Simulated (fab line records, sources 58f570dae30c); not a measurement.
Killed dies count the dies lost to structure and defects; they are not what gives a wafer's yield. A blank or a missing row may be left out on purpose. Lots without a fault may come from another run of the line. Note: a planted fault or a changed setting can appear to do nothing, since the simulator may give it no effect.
Split-lot experiment | flow berkeley-cmos170 | route with 331 steps; 5 lots, 23 wafers read

## THE SPLIT ITSELF
At UCB170_GATE_ETCH_15 (etches poly-Si in HBr/Cl2, stops on SiO2, time 56.3 s, target depth 278.2 nm), the setting icp-w was moved away from the recipe's 300 W on 8 of the 23 wafers read, by +6.1% to +9.8%. The other wafers ran this setting at the recipe's value.

Reading taken at the split's own step.

## THE READING
SiO2_of_GATE_OXIDATION_01.thk-nm (the simulator's own value, which no gauge read), in nm, at UCB170_GATE_ETCH_15 (etches poly-Si in HBr/Cl2, stops on SiO2, time 56.3 s, target depth 278.2 nm). The file gives no usual value for it. Here, 15 wafers ran the recipe; their average is 6.587 nm with a standard deviation of 0.044 nm.

wafer  | tool, chamber at the split | icp-w as run, W | against the recipe | SiO2_of_GATE_OXIDATION_01.thk-nm, nm | against lot-mates on the recipe
L078.1 | rie-si-02, 0               | 300             | recipe             | 6.517                                | -
L078.3 | rie-si-02, 2               | 300             | recipe             | 6.665                                | -
L078.4 | rie-si-02, 1               | 300             | recipe             | 6.648                                | -
L078.5 | rie-si-02, 3               | 300             | recipe             | 6.606                                | -
L078.6 | rie-si-02, 2               | 300             | recipe             | 6.576                                | -
L080.1 | rie-si-02, 2               | 300             | recipe             | 6.634                                | -
L080.2 | rie-si-02, 0               | 329.3           | +9.8%              | 6.399                                | -0.228
L080.3 | rie-si-02, 1               | 300             | recipe             | 6.62                                 | -
L080.4 | rie-si-02, 3               | 329.3           | +9.8%              | 6.384                                | -0.243
L080.6 | rie-si-02, 0               | 329.3           | +9.8%              | 6.462                                | -0.165
L083.1 | rie-si-01, 0               | 300             | recipe             | 6.535                                | -
L083.2 | rie-si-01, 2               | 327.1           | +9.0%              | 6.418                                | -0.128
L083.4 | rie-si-01, 1               | 300             | recipe             | 6.558                                | -
L083.5 | rie-si-01, 2               | 327.1           | +9.0%              | 6.352                                | -0.194
L083.6 | rie-si-01, 3               | 327.1           | +9.0%              | 6.304                                | -0.242
L081.2 | rie-si-02, 1               | 318.3           | +6.1%              | 6.408                                | -0.187
L081.3 | rie-si-02, 0               | 300             | recipe             | 6.571                                | -
L081.4 | rie-si-02, 3               | 300             | recipe             | 6.616                                | -
L081.5 | rie-si-02, 3               | 300             | recipe             | 6.597                                | -
L081.6 | rie-si-02, 0               | 318.3           | +6.1%              | 6.53                                 | -0.065
L082.2 | rie-si-01, 2               | 300             | recipe             | 6.517                                | -
L082.3 | rie-si-01, 3               | 300             | recipe             | 6.577                                | -
L082.6 | rie-si-01, 2               | 300             | recipe             | 6.568                                | -

THE FIT
A straight line over all 23 wafers: SiO2_of_GATE_OXIDATION_01.thk-nm changes by -0.0209 nm for each +1% of icp-w; r = -0.87; the points scatter about the line by 0.051 nm.
The same after taking each lot's own level away (the mean of its wafers on the recipe; 23 wafers): -0.0213 nm for each +1%; r = -0.92; scatter 0.041 nm.
According to that fit, moving icp-w by its largest amount changes the reading by 0.21 nm.
Across the lots, their own levels run from 6.5465 to 6.6270 nm, a range of 1.8 times the standard deviation given above.
Hence the lot-to-lot level has little effect on the slope; both slopes agree.
Check: for one of the wafers moved furthest among these (+9.8%), held out of the fit, the line's prediction against its lot-mates is -0.204 nm. It came out at -0.228 nm against them.

## THE OTHER SPLITS THESE WAFERS WENT THROUGH
Before the reading, these wafers also passed through other splits. Each is held against what the fit with the lots' levels taken away leaves over:
other split on the same wafers      | wafers away from the commonest value | r with SiO2_of_GATE_OXIDATION_01.thk-nm (lot level and that fit taken away)
UCB170_ZERO_ETCH_06 over-etch-frac  | 8                                    | -0.40
UCB170_PFIELD_IMPLANT_07 energy-kev | 10                                   | -0.05

## THE FILE'S OWN FIT
SiO2_of_GATE_OXIDATION_01.thk-nm changes by -0.0212 nm for each +1% of icp-w, r = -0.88.
